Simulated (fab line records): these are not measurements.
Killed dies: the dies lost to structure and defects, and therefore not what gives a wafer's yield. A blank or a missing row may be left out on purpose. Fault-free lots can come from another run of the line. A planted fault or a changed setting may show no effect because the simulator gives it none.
Struck lot and sound lot, side by side -- flow rit_cmos -- 34 steps out of a route of 202
Sound: the wafers L292.1, L292.3, L292.4. The struck wafers were L298.2, L298.3, L298.4. The cause comes at the end.
For every step that has rows: the tool of each side, followed by ch and its chambers, followed by its first start. Under that, the readings that differ: sound wafers -- struck wafers -- difference of the means -- sigmas: that difference in standard deviations of wafers without a fault.
alike: a reading whose means differ by less than 2 such deviations, as well as words and numbers matching on both sides. not compared: withheld readings; readings where some wafer has no value; bounds like >300 that might hide an equal value; numbers whose values overlap and for which the record gives no deviation.
A row with sigmas, a row that says differs or no value, or rows on one side alone: a step with any of these is where the two part. Numbers that have no deviation but don't overlap get no sigmas and don't part them. A reading that every wafer of one side lacks parts them only if that side has two wafers or more.

first, 2 steps without rows for these wafers: RIT_SPACER_CLEAN_02 (cleans in SC2, time 600 s); RIT_SPACER_CVD_03 (deposits Si3N4 from SiH2Cl2/NH3, target thk 250 nm, time 3300 s).
RIT_SPACER_THK_MEAS_04:
  sound on film_metro-03, day 3 17:27; struck on film_metro-02, day 4 20:16
reading,sound,struck,difference,sigmas
SPACER_NITRIDE_THK (nm),252.3 252.5 250.6,244.6 244.1 244.7,-7.3,-3
RIT_SPACER_ETCHBACK_05: etches Si3N4 in SF6/CHF3, stops on SiO2, target depth 250 nm, time 240 s.
  sound on rie_diel-03 ch 0,2,3, day 3 17:31; struck on rie_diel-03 ch 1,3, day 4 20:19
  alike: drypump_motor_current_A, oes_product_au, throttle_valve_pct
  not compared: rf_hours_counter_h
then, 6 steps without rows for these wafers: RIT_NSD_HMDS_00 (prime time 60 s); RIT_NSD_COAT_01 (resist thk 1000 nm); RIT_NSD_SOFTBAKE_02 (time 60 s); RIT_NSD_EXPOSE_03 (exposes mask M9, target cd 40700 nm); RIT_NSD_PEB_04; RIT_NSD_DEVELOP_05 (develop time 50 s).
RIT_NSD_OVL_MEAS_06:
  sound on overlay-01, day 3 18:31; struck on overlay-01, day 4 21:26
  alike: NSD_OVL
then, 1 step without rows for these wafers: RIT_NSD_HARDBAKE_07 (time 60 s).
RIT_NSD_IMPLANT_08:
  sound on implanter-03 ch 0, day 3 18:41; struck on implanter-03 ch 0, day 4 21:39
RIT_NSD_STRIP_09: strips in O2, time 180 s.
  sound on plasma_asher-03 ch 0,1, day 3 18:50; struck on plasma_asher-02 ch 0,1, day 4 21:46
  alike: drypump_motor_current_A
  not compared: rf_hours_counter_h
RIT_NSD_TW_MEAS_10:
  sound on film_metro-03, day 3 19:01; struck on film_metro-04, day 4 21:58
reading,sound,struck,difference,sigmas
NSD_TW,3172 3163 3157,3084 3086 3069,-84,-3
then, 6 steps without rows for these wafers: RIT_PSD_HMDS_00 (prime time 60 s); RIT_PSD_COAT_01 (resist thk 1000 nm); RIT_PSD_SOFTBAKE_02 (time 60 s); RIT_PSD_EXPOSE_03 (exposes mask M10, target cd 40900 nm); RIT_PSD_PEB_04; RIT_PSD_DEVELOP_05 (develop time 50 s).
RIT_PSD_OVL_MEAS_06:
  sound on overlay-02, day 3 20:02; struck on overlay-02, day 4 23:02
reading,sound,struck,difference,sigmas
PSD_OVL (nm),2.4 2.6 2.4,-1.2 -0.5 -0.3,-3.1,-2
then, 2 steps without rows for these wafers: RIT_PSD_HARDBAKE_07 (time 60 s); RIT_PSD_IMPLANT_08.
RIT_PSD_STRIP_09: strips in O2, time 180 s.
  sound on plasma_asher-03 ch 0,1, day 3 20:22; struck on plasma_asher-01 ch 0,1, day 4 23:22
  alike: drypump_motor_current_A
  not compared: rf_hours_counter_h
RIT_PSD_TW_MEAS_10:
  sound on film_metro-03, day 3 20:32; struck on film_metro-04, day 4 23:32
reading,sound,struck,difference,sigmas
PSD_TW,3462 3463 3465,3403 3385 3394,-69,-2
then, 3 steps without rows for these wafers: RIT_SDANNEAL_CLEAN_00 (cleans in SC1, time 600 s); RIT_SDANNEAL_CLEAN_01 (cleans in dHF, time 30 s); RIT_SDANNEAL_CLEAN_02 (cleans in SC2, time 600 s).
RIT_SDANNEAL_RTA_03: time 5 s.
  sound on rtp_anneal-01 ch 0, day 3 20:59; struck on rtp_anneal-01 ch 0, day 5 00:03
  alike: chamber_o2_ppm, wafer_temp_C_max
RIT_SDANNEAL_RS_MEAS_04: a four-point-probe measurement.
  sound on film_metro-03, day 3 21:03; struck on film_metro-03, day 5 00:07
  alike: PSD_RS
RIT_SDANNEAL_RS_MEAS_05: a four-point-probe measurement.
  sound on film_metro-03, day 3 21:10; struck on film_metro-03, day 5 00:14
reading,sound,struck,difference,sigmas
NSD_RS (ohm/sq),84.83 84.77 84.67,- - -,no value on the struck wafers,
RIT_SDANNEAL_RS_MEAS_06: a four-point-probe measurement.
  sound on film_metro-03, day 3 21:17; struck on film_metro-03, day 5 00:22
  alike: PLDD_RS
RIT_M1_PROBE_99:
  the record has rows for the struck wafers here (prober-01, day 5 07:26) and none for the sound ones

## WHERE THEY PART
First at RIT_SPACER_THK_MEAS_04; last, within this record, at RIT_M1_PROBE_99.

WHY: whatever the simulator had introduced
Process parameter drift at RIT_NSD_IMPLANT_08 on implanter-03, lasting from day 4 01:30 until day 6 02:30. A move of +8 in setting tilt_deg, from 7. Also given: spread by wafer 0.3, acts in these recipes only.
